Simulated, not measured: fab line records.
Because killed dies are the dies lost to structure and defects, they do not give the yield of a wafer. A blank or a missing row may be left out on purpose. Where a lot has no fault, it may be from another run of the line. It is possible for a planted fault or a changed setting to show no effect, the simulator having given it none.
The tool behind it: which one? | flow berkeley cmos170 | 45 wafers from 15 lots sampled at 2 of the route's 331 steps

WHAT EACH GAUGE READ, for each wafer
UCB170_FIELD_THK_MEAS_91. Usual: FIELD_OXIDE_LEFT_2_THK gives 352 nm (standard deviation 8.8).
lot  | measured     | on            | FIELD_OXIDE_LEFT_2_THK (nm) | flag
L542 | day 6 11:18  | film metro-04 | 341 344 334                 |
L539 | day 6 11:22  | film metro-04 | 356 352 349                 |
L541 | day 6 11:26  | film metro-04 | 352 339 347                 |
L540 | day 6 11:28  | film metro-04 | 338 355 350                 |
L544 | day 7 08:10  | film metro-01 | 362 358 340                 |
L546 | day 7 10:32  | film metro-04 | 337 360 344                 |
L548 | day 7 20:53  | film metro-04 | 349 360 355                 |
L549 | day 7 21:05  | film metro-03 | 341 341 343                 |
L552 | day 8 22:05  | film metro-01 | 345 350 339                 |
L553 | day 9 03:31  | film metro-04 | 339 339 343                 |
L554 | day 9 03:31  | film metro-01 | 331 341 345                 |
L561 | day 10 04:13 | film metro-04 | 364 357 365                 |
L558 | day 10 04:18 | film metro-03 | 360 354 361                 |
L559 | day 10 04:51 | film metro-03 | 365 373 372                 |
L562 | day 10 15:00 | film metro-03 | 362 358 364                 |

UCB170_PLDD_OVL_MEAS_07. Usual: PLDD_OVL gives 0 nm (standard deviation 5.9).
lot  | measured     | on         | PLDD_OVL (nm) | flag
L542 | day 7 02:43  | overlay-02 | -9 -5 -13     |
L539 | day 7 02:58  | overlay-02 | 5 4 5         |
L541 | day 7 02:25  | overlay-02 | 0 1 6         |
L540 | day 7 03:13  | overlay-01 | 1 4 4         |
L544 | day 7 19:35  | overlay-01 | 6 8 3         |
L546 | day 8 01:46  | overlay-02 | -6 -10 -5     |
L548 | day 8 13:21  | overlay-02 | -6 -4 -8      |
L549 | day 8 13:37  | overlay-02 | 6 3 -1        |
L552 | day 9 08:32  | overlay-01 | -12 -11 0     |
L553 | day 9 15:49  | overlay-02 | 10 2 3        |
L554 | day 9 15:11  | overlay-02 | -6 1 1        |
L561 | day 10 20:27 | overlay-01 | 3 -2 2        |
L558 | day 10 19:19 | overlay-02 | 5 2 2         |
L559 | day 10 20:29 | overlay-02 | -7 -1 -9      |
L562 | day 11 06:07 | overlay-01 | 7 6 4         |

WHICH TOOL RAN EACH LOT (tool, then ch and the chambers of the sampled wafers, then the start)
Before these readings, the record contains no process step.

AS READ BY THE TOOLS THEMSELVES (means over the sampled wafers that have a number; for cases with no such wafer, the mark the record gives instead)
The record holds no such reading with a usual standard deviation.

THE ANSWER, worked out from the rows above alone
Rule: lot off if the mean of its wafers having a number is beyond 3 standard deviations from the usual mean. A lot without any number at a reading at which 4 lots or more have one is off too. Any other lot the step has rows for is counted as sound. After the gauges, taken in route order, come the tools' own readings; for these a lot's mean is taken, as printed above. At the first step where some lot is off, the reading lying furthest off is the one used; lots without a number count as furthest.
No lot is off on any of the readings shown, so nothing can be concluded from this.

WHAT THE SIMULATOR HAD PUT IN
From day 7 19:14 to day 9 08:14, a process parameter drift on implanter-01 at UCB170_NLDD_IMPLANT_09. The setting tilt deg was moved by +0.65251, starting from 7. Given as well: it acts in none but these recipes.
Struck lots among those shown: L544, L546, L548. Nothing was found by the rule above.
